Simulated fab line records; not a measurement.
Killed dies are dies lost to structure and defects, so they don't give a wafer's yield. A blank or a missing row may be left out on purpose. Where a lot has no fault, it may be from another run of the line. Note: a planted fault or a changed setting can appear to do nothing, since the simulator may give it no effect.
Which of the tools did it? :: flow rit cmos :: 14 lots, 42 wafers sampled, at 2 steps of a route of 202

## WHAT EACH GAUGE READ, for each wafer
RIT_CONTACT_THK_MEAS_01.
lot: L260
measured: day 3 02:46
on: film metro-01
CONTACT_TEOS_THK (nm): 409 402 412

lot: L261
measured: day 3 07:04
on: film metro-03
CONTACT_TEOS_THK (nm): 410 415 415

lot: L262
measured: day 3 12:57
on: film metro-01
CONTACT_TEOS_THK (nm): 404 411 411

lot: L264
measured: day 4 03:02
on: film metro-02
CONTACT_TEOS_THK (nm): 404 406 407

lot: L265
measured: day 4 04:12
on: film metro-01
CONTACT_TEOS_THK (nm): 405 403 411

lot: L266
measured: day 4 10:43
on: film metro-01
CONTACT_TEOS_THK (nm): 407 411 408

lot: L267
measured: day 4 16:52
on: film metro-01
CONTACT_TEOS_THK (nm): 408 404 414

lot: L268
measured: day 4 20:03
on: film metro-02
CONTACT_TEOS_THK (nm): 401 410 409

lot: L272
measured: day 5 13:23
on: film metro-02
CONTACT_TEOS_THK (nm): 407 410 415

lot: L274
measured: day 6 00:08
on: film metro-01
CONTACT_TEOS_THK (nm): 400 221 226

lot: L277
measured: day 6 18:56
on: film metro-01
CONTACT_TEOS_THK (nm): 407 221 409

lot: L279
measured: day 7 05:24
on: film metro-03
CONTACT_TEOS_THK (nm): 412 415 421

lot: L281
measured: day 7 17:56
on: film metro-03
CONTACT_TEOS_THK (nm): 408 411 421

lot: L282
measured: day 7 19:31
on: film metro-01
CONTACT_TEOS_THK (nm): 403 408 411

## TOOL THAT RAN EACH LOT (tool first, then ch and the chambers of the sampled wafers, then the start)
lot: L260
RIT_CONTACT_CVD_00: pecvd-01 ch 0,1, day 3 02:42

lot: L261
RIT_CONTACT_CVD_00: pecvd-02 ch 0,1, day 3 06:59

lot: L262
RIT_CONTACT_CVD_00: pecvd-04 ch 0,2, day 3 12:53

lot: L264
RIT_CONTACT_CVD_00: pecvd-02 ch 0,1,2, day 4 02:58

lot: L265
RIT_CONTACT_CVD_00: pecvd-04 ch 1,2, day 4 04:09

lot: L266
RIT_CONTACT_CVD_00: pecvd-01 ch 0,2, day 4 10:39

lot: L267
RIT_CONTACT_CVD_00: pecvd-02 ch 0,1, day 4 16:49

lot: L268
RIT_CONTACT_CVD_00: pecvd-04 ch 1,2, day 4 20:00

lot: L272
RIT_CONTACT_CVD_00: pecvd-01 ch 0,2, day 5 13:20

lot: L274
RIT_CONTACT_CVD_00: pecvd-04 ch 0,2, day 6 00:05

lot: L277
RIT_CONTACT_CVD_00: pecvd-04 ch 0,1,2, day 6 18:53

lot: L279
RIT_CONTACT_CVD_00: pecvd-02 ch 1,2, day 7 05:21

lot: L281
RIT_CONTACT_CVD_00: pecvd-01 ch 0,2, day 7 17:53

lot: L282
RIT_CONTACT_CVD_00: pecvd-02 ch 0,1,2, day 7 19:27
- RIT_CONTACT_CVD_00: deposits SiO2 from TEOS, target thk 400 nm, time 62.35 s.

## AS READ BY THE TOOLS THEMSELVES (means over the sampled wafers that have a number; for cases with no such wafer, the mark the record gives instead)
RIT_CONTACT_CVD_00.
lot: L260
tool: pecvd-01
heater power w (W): 301

lot: L261
tool: pecvd-02
heater power w (W): 390

lot: L262
tool: pecvd-04
heater power w (W): 312

lot: L264
tool: pecvd-02
heater power w (W): 293

lot: L265
tool: pecvd-04
heater power w (W): 342

lot: L266
tool: pecvd-01
heater power w (W): 334

lot: L267
tool: pecvd-02
heater power w (W): 342

lot: L268
tool: pecvd-04
heater power w (W): 326

lot: L272
tool: pecvd-01
heater power w (W): 336

lot: L274
tool: pecvd-04
heater power w (W): 354

lot: L277
tool: pecvd-04
heater power w (W): 294

lot: L279
tool: pecvd-02
heater power w (W): 337

lot: L281
tool: pecvd-01
heater power w (W): 352

lot: L282
tool: pecvd-02
heater power w (W): 318

## THE ANSWER, worked out from the rows above alone
Rule: the lots themselves supply what counts as usual. Put in order of their means at a reading, lots are off if they are a third of the lots or fewer, leave a main group of 4 or more, and stand apart from it by a gap of 3 or more times the standard deviation of the main group's means; of several such gaps the widest counts. A main group is skipped when, at the precision printed for the reading in the tables above, its means are all equal. Also off: a lot with no number at a reading for which 4 or more lots have one. The other lots that the step has rows for count as sound. First the gauges in route order, then the tools' own readings, where a lot's mean is used as printed above. The first step at which some lot is off is used, and at that step the reading that is off furthest; a lot without a number counts as furthest.
Off: L274, L277, at RIT_CONTACT_THK_MEAS_01 (CONTACT_TEOS_THK). Main group: mean 409 nm, sd 3.1.
If a tool, at a process step before that reading, ran all the lots that are off and no sound lot after the first of them, it fits. Gauges at RIT_CONTACT_THK_MEAS_01: tried the same way as those tools. One candidate fits, namely pecvd-04 at RIT_CONTACT_CVD_00. A fault onset in the window from L268 (day 4 20:00, its last sound lot) to L274 (day 6 00:05, its first lot off) fits.

## WHAT HAD BEEN PUT IN BY THE SIMULATOR
pecvd-04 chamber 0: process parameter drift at RIT_CONTACT_CVD_00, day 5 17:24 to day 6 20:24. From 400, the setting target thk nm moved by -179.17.
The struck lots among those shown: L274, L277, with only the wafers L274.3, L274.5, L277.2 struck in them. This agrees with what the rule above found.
